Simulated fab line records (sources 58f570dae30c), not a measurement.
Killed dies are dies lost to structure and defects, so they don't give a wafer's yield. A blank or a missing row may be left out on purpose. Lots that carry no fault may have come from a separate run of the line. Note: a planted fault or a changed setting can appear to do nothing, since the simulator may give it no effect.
Problem report in the 8D (eight disciplines) form, filled by code / flow berkeley cmos170 / the parts of the form that need people (team, actions taken, sign-off) are left out

1. PROBLEM STATEMENT
At UCB170_M1_ANNEAL_14, tube center temp C averages 290 C over 6 wafers from 2 lots, while fault-free wafers read 400 C, standard deviation 0.035. So: -99 or more standard deviations from the usual mean.
The step: time 1200 s.
Earliest sighting: wafer L979.1 on furnace-03 at day 12 12:14. Wafers with a number at this step in the record: 42, from 14 lots. The rule behind "out" and "out of limits": a value lying over 4 standard deviations away from the usual mean. Any other wafer with a number is counted as sound.

2. WHAT IT IS, WHAT IT ISN'T
question=which readings at this step; is=tube center temp C, spike tc centre C, spike tc load C, spike tc source C, tube_center_temp_C_max, zone power centre pct, zone power load pct, zone power source pct; is not=-
question=which lots; is=L979, L980; is not=L960, L961, L962, L963, L965, L966, L967, L968, L969, L970, L971, L974
question=which wafers of those lots; is=all that have a number; is not=-
question=read on which tools; is=furnace-03; is not=-
question=when; is=from day 12 12:14; is not=up to then (36 sound wafers)

3. SUSPECTS, AND WHAT RULES EACH OUT
Counting: a tool stays on the suspect list if, at a process step up to the reading, it processed all lots that are out and no sound lot following the first of them.
- furnace-03 at UCB170_M1_ANNEAL_14 (time 1200 s): kept. All lots that are out passed through it, beginning with L979 at day 12 12:14, and no sound lot followed; its final sound lot before that point was L974 at day 11 17:35. Its own spike tc centre C, spike tc load C, spike tc source C, tube center temp C, tube_center_temp_C_max, zone power centre pct, zone power load pct, zone power source pct readings are out on those wafers.
Remaining after the count: furnace-03 at UCB170_M1_ANNEAL_14.

4. THE CAUSE (what the simulator had put in)
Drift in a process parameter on furnace-03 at UCB170_M1_ANNEAL_14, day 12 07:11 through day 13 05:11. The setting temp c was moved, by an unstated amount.
Counting left only this tool.

5. SEQUENCE OF EFFECTS, ordered by route
One row per reading whose mean, taken over the struck wafers that have a number, lies over 3 standard deviations from the usual. Readings are gone through only where the record gives a usual standard deviation; hours: the median, over the lots, of the time from a lot's start at the first step in this table giving one to that lot's start at this step; sigmas: the change measured in usual standard deviations.
hours=0; step=UCB170_M1_ANNEAL_14; reading=spike tc centre C; usual=401.6 C; on struck wafers=291.7; change=-109.9; sigmas=-99 or more
hours=0; step=UCB170_M1_ANNEAL_14; reading=spike tc load C; usual=417.4 C; on struck wafers=307.1; change=-110.3; sigmas=-99 or more
hours=0; step=UCB170_M1_ANNEAL_14; reading=spike tc source C; usual=416.4 C; on struck wafers=304.9; change=-111.5; sigmas=-99 or more
hours=0; step=UCB170_M1_ANNEAL_14; reading=tube center temp C; usual=400 C; on struck wafers=290; change=-110; sigmas=-99 or more
hours=0; step=UCB170_M1_ANNEAL_14; reading=tube_center_temp_C_max; usual=401.03; on struck wafers=291.07; change=-109.96; sigmas=-99 or more
hours=0; step=UCB170_M1_ANNEAL_14; reading=zone power centre pct; usual=17.33 %; on struck wafers=12.07; change=-5.25; sigmas=-29
hours=0; step=UCB170_M1_ANNEAL_14; reading=zone power load pct; usual=5.31 %; on struck wafers=3.41; change=-1.90; sigmas=-36
hours=0; step=UCB170_M1_ANNEAL_14; reading=zone power source pct; usual=6.84 %; on struck wafers=4.31; change=-2.53; sigmas=-36
It contains these process steps:
- UCB170_M1_ANNEAL_14: time 1200 s.

6. WHAT WOULD HAVE CAUGHT IT SOONER
First out-of-limits reading in this record: day 12 12:14, which is 5 hours after fault onset at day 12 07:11.
